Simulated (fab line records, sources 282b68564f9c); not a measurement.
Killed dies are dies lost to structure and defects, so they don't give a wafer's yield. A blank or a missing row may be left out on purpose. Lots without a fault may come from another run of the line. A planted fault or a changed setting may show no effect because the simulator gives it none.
Which tool did it? | flow rit_cmos | 14 lots, 42 wafers sampled, at 2 steps of a route of 202

WHAT THE GAUGES READ, wafer by wafer
RIT_PRETRO_OVL_MEAS_06. Usual: PRETRO_OVL -0.3 nm, standard deviation 1.3.
lot  | measured    | on         | PRETRO_OVL (nm) | flag
L713 | day 2 08:30 | overlay-01 | -0.1 1.0 0.2    |
L714 | day 2 14:18 | overlay-01 | -0.2 -1.9 -1.9  |
L716 | day 2 23:41 | overlay-02 | -2.1 -3.7 -0.8  |
L717 | day 3 04:47 | overlay-02 | -3.6 -1.6 -3.0  |
L718 | day 3 11:13 | overlay-02 | -0.3 -0.3 -0.3  |
L721 | day 4 00:18 | overlay-01 | 1.2 0.3 -2.0    |
L722 | day 4 05:36 | overlay-02 | 0.4 -2.3 -0.9   |
L724 | day 4 16:17 | overlay-01 | -0.7 0.5 -1.0   |
L729 | day 5 18:39 | overlay-02 | -0.6 0.4 -1.7   |
L730 | day 5 22:55 | overlay-02 | 1.3 0.9 1.0     |
L731 | day 6 04:56 | overlay-02 | -2.3 -1.4 -1.1  |
L732 | day 6 07:02 | overlay-02 | -2.3 0.4 -0.5   |
L733 | day 6 12:42 | overlay-01 | -2.8 -0.9 -0.7  |
L736 | day 7 05:49 | overlay-02 | 0.6 0.4 0.0     |

RIT_PSD_OVL_MEAS_06. Usual: PSD_OVL -0.1 nm, standard deviation 1.3.
lot  | measured    | on         | PSD_OVL (nm)   | flag
L713 | day 3 03:52 | overlay-01 | 0.1 0.7 -0.6   |
L714 | day 3 10:42 | overlay-02 | -2.0 -1.4 -1.9 |
L716 | day 3 16:34 | overlay-01 | 0.5 1.5 0.2    |
L717 | day 4 00:42 | overlay-02 | -0.5 -2.5 -0.3 |
L718 | day 4 07:03 | overlay-01 | 0.6 -0.5 0.2   |
L721 | day 4 22:40 | overlay-02 | -1.2 -0.6 1.1  |
L722 | day 4 23:59 | overlay-01 | 1.7 -0.6 -1.0  |
L724 | day 5 15:31 | overlay-01 | -0.9 -1.9 0.1  |
L729 | day 6 15:49 | overlay-01 | 1.5 0.4 -0.6   |
L730 | day 6 19:50 | overlay-01 | -2.0 -1.5 -1.4 |
L731 | day 6 22:21 | overlay-01 | 0.3 -1.0 -0.3  |
L732 | day 7 00:22 | overlay-01 | 0.9 2.1 -0.2   |
L733 | day 7 10:44 | overlay-01 | -0.4 -0.2 -2.4 |
L736 | day 7 23:53 | overlay-02 | -1.9 0.1 -1.8  |

WHICH TOOL RAN EACH LOT (tool, then ch and the chambers of the sampled wafers, then the start)
The record holds no process step before these readings.

WHAT THE TOOLS THEMSELVES READ (means of the sampled wafers that have a number; where no wafer has one, the mark that the record gives instead)
The record holds no such reading with a usual standard deviation.

THE ANSWER, worked out from the rows above alone
Rule: a lot is off if the mean of its wafers that have a number lies more than 3 standard deviations from the usual mean. A lot without any number at a reading at which 4 lots or more have one is off too. The other lots that the step has rows for count as sound. The gauges are gone through in route order, then the tools' own readings, and for those a lot's mean is taken as printed above. The first step at which some lot is off is used, and at that step the reading that is off furthest; a lot without a number counts as furthest.
No lot is off at any reading shown: from this, nothing can be told.

WHAT THE SIMULATOR HAD PUT IN
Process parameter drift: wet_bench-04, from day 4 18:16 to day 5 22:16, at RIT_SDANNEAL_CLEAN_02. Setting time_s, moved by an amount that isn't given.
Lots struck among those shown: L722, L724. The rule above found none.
